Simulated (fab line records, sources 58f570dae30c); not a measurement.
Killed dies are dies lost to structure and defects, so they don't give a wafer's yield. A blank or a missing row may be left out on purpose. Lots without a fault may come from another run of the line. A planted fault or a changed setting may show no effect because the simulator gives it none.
Problem report in the 8D (eight disciplines) form, filled by code | flow berkeley_cmos170 | the parts of the form that need people (team, actions taken, sign-off) are left out

1. THE PROBLEM
START_OXIDE_THK at UCB170_START_THK_MEAS_03 reads a mean of 22.1 nm on 9 wafers of 3 lots; wafers without a fault read 20.0 nm with a standard deviation of 0.39. That is +5.4 standard deviations from the usual mean.
First seen on wafer L582.1, day 4 15:14, on film_metro-02. The record holds 45 wafers of 15 lots with a number at this step. Rule for "out", or "out of limits": more than 4 standard deviations from the usual mean. The other wafers with a number count as sound.

2. WHAT IT IS AND WHAT IT IS NOT
question                    | is                                          | is not
which readings at this step | START_OXIDE_THK                             | -
which lots                  | L581, L582, L584                            | L567, L568, L569, L571, L573, L574, L577, L578, L580, L585, L589, L590
which wafers of those lots  | all that have a number                      | -
read on which gauges        | film_metro-02, film_metro-03, film_metro-04 | -
when                        | from day 4 15:14                            | up to then (27 sound wafers); but 9 sound wafers of L585, L589, L590 came after

3. SUSPECTS, AND WHAT RULES EACH OUT
Counting: a tool at a process step up to the reading stays a suspect if it ran every lot that is out and no sound lot after the first of them.
- the gauge at UCB170_START_THK_MEAS_03: ruled out. The wafers that are out were read on 3 gauges (film_metro-02, film_metro-03, film_metro-04).
- furnace-03 at UCB170_START_OXIDATION_02 (target thk 20 nm, ox time 1800 s): kept. It ran every lot that is out, first L581 (day 4 13:44), and no sound lot after that; its last sound lot up to then is L580 (day 4 06:28).
Left after counting: furnace-03 at UCB170_START_OXIDATION_02.

4. THE CAUSE (what the simulator had put in)
Process parameter drift: furnace-03, from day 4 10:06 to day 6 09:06, at UCB170_START_OXIDATION_02. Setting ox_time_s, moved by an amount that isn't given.
Counting left only this tool.

5. THE CHAIN OF EFFECTS, in route order
Each row: a reading whose mean over the struck wafers that have a number lies more than 3 standard deviations from the usual. Only readings for which the record gives a usual standard deviation are gone through. hours: the time from each lot's start at the first step in this table that gives one to its start at this step, as a median over the lots. sigmas: the change in usual standard deviations.
hours | step                     | reading         | usual   | on struck wafers | change | sigmas
0     | UCB170_START_THK_MEAS_03 | START_OXIDE_THK | 20.0 nm | 22.1             | +2.1   | +5.4
Later measuring or inspecting steps at which every struck wafer that the step has a row for has a number for every such reading, and none has moved that far: UCB170_NWELL_OVL_MEAS_12, UCB170_PWELL_THK_MEAS_03, UCB170_ACTIVE_THK_MEAS_03.

6. WHAT WOULD HAVE CAUGHT IT SOONER
In this record the first reading out of limits at a measuring or inspecting step was taken at day 4 15:14, 5 hours after the fault began at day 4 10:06.
Of the lots that are out (3), L584 began UCB170_START_OXIDATION_02 on furnace-03 after day 4 15:14. A hold on the tool at that time would have spared it.
